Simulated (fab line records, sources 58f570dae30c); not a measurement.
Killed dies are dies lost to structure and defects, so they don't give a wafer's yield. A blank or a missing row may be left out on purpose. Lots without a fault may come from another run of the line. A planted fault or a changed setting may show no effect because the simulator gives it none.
Which tool did it? | flow berkeley_cmos170 | 7 lots, 21 wafers sampled, at 3 steps of a route of 331

WHAT THE GAUGES READ, wafer by wafer
UCB170_CONTACT_THK_MEAS_02.
lot  | measured     | on            | CONTACT_PSG_THK (nm)
L305 | day 6 22:53  | film_metro-03 | 700 703 696
L309 | day 7 21:13  | film_metro-04 | 697 699 695
L322 | day 10 21:02 | film_metro-04 | 709 709 701
L323 | day 10 21:01 | film_metro-03 | 708 708 708
L325 | day 11 22:32 | film_metro-03 | 711 709 709

WHICH TOOL RAN EACH LOT (tool, then ch and the chambers of the sampled wafers, then the start)
lot  | UCB170_ACTIVE_PEB_11             | UCB170_SPACER_CVD_00
L305 | litho_track-04 ch 0, day 4 07:55 | pecvd-03 ch 0,1,2, day 6 05:50
L309 | litho_track-01 ch 0, day 5 04:05 | pecvd-04 ch 0,2, day 7 10:10
L312 | litho_track-04, day 6 00:17      | -
L314 | litho_track-04, day 6 03:29      | -
L322 | litho_track-02 ch 0, day 8 01:33 | pecvd-03 ch 0,2, day 10 04:02
L323 | litho_track-04 ch 0, day 8 05:20 | pecvd-04 ch 0,1, day 10 04:21
L325 | litho_track-02 ch 0, day 9 01:25 | pecvd-04 ch 0,1, day 11 10:08
- UCB170_ACTIVE_PEB_11
- UCB170_SPACER_CVD_00: deposits SiO2 from TEOS/O2, target thk 376 nm, time 47 s.

THE ANSWER, worked out from the rows above alone
Rule: what is usual is taken from the lots themselves. Put in order of their means at a reading, lots are off if they are a third of the lots or fewer, leave a main group of 4 or more, and stand apart from it by a gap of 3 or more times the standard deviation of the main group's means; of several such gaps the widest counts. A main group whose means are all the same, to the digits that the tables above print for the reading, isn't used. A lot without any number at a reading at which 4 lots or more have one is off too. The other lots that the step has rows for count as sound.
No lot is off at any reading shown: from this, nothing can be told.

WHAT THE SIMULATOR HAD PUT IN
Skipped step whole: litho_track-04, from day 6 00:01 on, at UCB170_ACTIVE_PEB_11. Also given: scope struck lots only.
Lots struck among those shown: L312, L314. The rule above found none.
